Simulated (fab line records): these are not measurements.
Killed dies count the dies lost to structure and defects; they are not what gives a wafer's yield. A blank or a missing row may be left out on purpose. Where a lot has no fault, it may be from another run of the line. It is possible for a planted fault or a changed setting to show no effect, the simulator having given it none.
A lot that was struck, set against a sound lot -- flow berkeley cmos170 -- 26 steps out of a route of 331
Sound: the wafers L593.2, L593.4, L593.6. Wafers L604.2, L604.4, L604.5 were the ones struck. The cause comes at the end.
Each step with rows lists, per side, the tool, then ch with its chambers, then its first start. Under that, the readings that differ: sound wafers -- struck wafers -- difference of the means -- sigmas: that difference in standard deviations of wafers without a fault.
alike: a reading whose means differ by less than 2 such deviations, as well as words and numbers matching on both sides. not compared: withheld readings; readings where some wafer has no value; bounds like >300 that might hide an equal value; numbers whose values overlap and for which the record gives no deviation.
Wherever a step has rows on one side only, a row that says differs or no value, or a row with sigmas, the two part there. Non-overlapping numbers with no deviation appear without sigmas and do not part them. A reading that every wafer of one side lacks parts them only if that side has two wafers or more.

first, 3 steps without rows for these wafers: UCB170_PVT_EXPOSE_03 (exposes mask NWELL, target cd 3000 nm); UCB170_PVT_PEB_04; UCB170_PVT_DEVELOP_05 (develop time 45 s).
UCB170_PVT_OVL_MEAS_06:
  sound on overlay-02, day 5 06:50; struck on overlay-02, day 8 08:39
  alike: PVT_OVL
after that, 1 step had no rows for these wafers: UCB170_PVT_IMPLANT_07.
UCB170_PVT_STRIP_08: strips in O2.
  sound on plasma asher-04 ch 0,1, day 5 07:01; struck on plasma asher-01 ch 0,1, day 8 08:50
reading,sound,struck,difference,sigmas
drypump motor current A (A),6.7 5.7 6.7,5.6 5.5 5.0,-1.0,-2
  alike: chamber pressure mTorr, oes product au, strip time to endpoint s
  not compared: rf hours counter h
UCB170_PVT_TW_MEAS_09:
  sound on film metro-04, day 5 07:08; struck on film metro-04, day 8 08:56
reading,sound,struck,difference,sigmas
PVT_TW,499.7 500.6 503.0,507.6 509.8 510.0,+8.0,+3
then, 1 step without rows for these wafers: UCB170_GATE_WET_ETCH_00 (etches SiO2 in dHF, time 200 s).
UCB170_FIELD_THK_MEAS_91:
  sound on film metro-04, day 5 07:16; struck on film metro-03, day 8 09:04
reading,sound,struck,difference,sigmas
FIELD_OXIDE_LEFT_2_THK (nm),352 338 354,366 370 372,+21,+2
then, 1 step without rows for these wafers: UCB170_GATE_OXIDATION_01 (target thk 6.6 nm, ox time 1800 s).
UCB170_GATE_THK_MEAS_02:
  sound on film metro-02, day 5 08:56; struck on film metro-02, day 8 13:52
  alike: GATE_OXIDE_THK
then, 1 step without rows for these wafers: UCB170_GATE_ANNEAL_03 (time 1800 s).
UCB170_GATE_CVD_04: deposits poly-Si from SiH4, time 1440 s, target thk 214 nm.
  sound on lpcvd-02 ch 0, day 5 11:14; struck on lpcvd-02 ch 0, day 8 18:07
reading,sound,struck,difference,sigmas
model.poly-Si_of_GATE_CVD_04.thk nm (nm),211.4 211.2 209.8,279.7 280.4 279.2,+69.0,
  alike: zone power load pct
UCB170_GATE_THK_MEAS_05:
  sound on film metro-02, day 5 12:38; struck on film metro-03, day 8 19:31
reading,sound,struck,difference,sigmas
GATE_POLY_THK (nm),211.5 211.2 209.7,279.5 280.6 279.3,+69.0,+35
then, 6 steps without rows for these wafers: UCB170_GATE_COAT_06; UCB170_GATE_COAT_07 (resist thk 900 nm); UCB170_GATE_SOFTBAKE_08 (time 60 s); UCB170_GATE_EXPOSE_09 (exposes mask POLY, target cd 350 nm); UCB170_GATE_PEB_10; UCB170_GATE_DEVELOP_11 (develop time 45 s).
UCB170_GATE_CD_MEAS_12: the cd target is 350 nm.
  sound on cd sem-02, day 5 14:52; struck on cd sem-01, day 8 21:14
  alike: cd nm
UCB170_GATE_OVL_MEAS_13:
  sound on overlay-02, day 5 14:58; struck on overlay-02, day 8 21:20
  alike: GATE_OVL
UCB170_GATE_ETCH_14: etches BARC in N2/H2.
  sound on rie diel-03 ch 1,2, day 5 14:59; struck on rie diel-02 ch 0,3, day 8 21:22
  alike: chamber pressure mTorr, drypump motor current A, oes product au, throttle valve pct
UCB170_GATE_ETCH_15: etches poly-Si in HBr/Cl2, stops on SiO2, time 56.3 s, target depth 278.2 nm.
  sound on rie si-02 ch 1,3, day 5 15:02; struck on rie si-02 ch 1,3, day 8 21:25
reading,sound,struck,difference,sigmas
oes product au (a.u.),0.832 0.823 0.846,0.989 1.028 0.992,+0.169,+13
model.etch.depth nm (nm),211.4 211.2 209.8,278.5 278.9 278.8,+67.9,
model.GATE.feature depth nm (nm),211.4 211.2 209.8,278.5 278.9 278.8,+67.9,
  alike: chamber pressure mTorr, drypump motor current A, throttle valve pct
  not compared: rf hours counter h
UCB170_GATE_STRIP_16: strips in O2.
  sound on plasma asher-02 ch 0,1, day 5 15:05; struck on plasma asher-04 ch 0, day 8 21:28
reading,sound,struck,difference,sigmas
model.poly-Si_of_GATE_CVD_04.thk nm (nm),211.1 210.9 209.4,279.3 280.1 278.8,+68.9,
  alike: chamber pressure mTorr, drypump motor current A, oes product au
  not compared: rf hours counter h
UCB170_GATE_CD_MEAS_90: the cd target is 350 nm.
  sound on cd sem-01, day 5 15:12; struck on cd sem-02, day 8 21:36
  alike: cd nm

## WHERE THEY PART
Last at UCB170_GATE_ETCH_15 as far as this record goes, first at UCB170_PVT_STRIP_08. Later steps at which nothing parts them and some readings are alike: UCB170_GATE_STRIP_16, UCB170_GATE_CD_MEAS_90.

WHY: the cause the simulator had injected
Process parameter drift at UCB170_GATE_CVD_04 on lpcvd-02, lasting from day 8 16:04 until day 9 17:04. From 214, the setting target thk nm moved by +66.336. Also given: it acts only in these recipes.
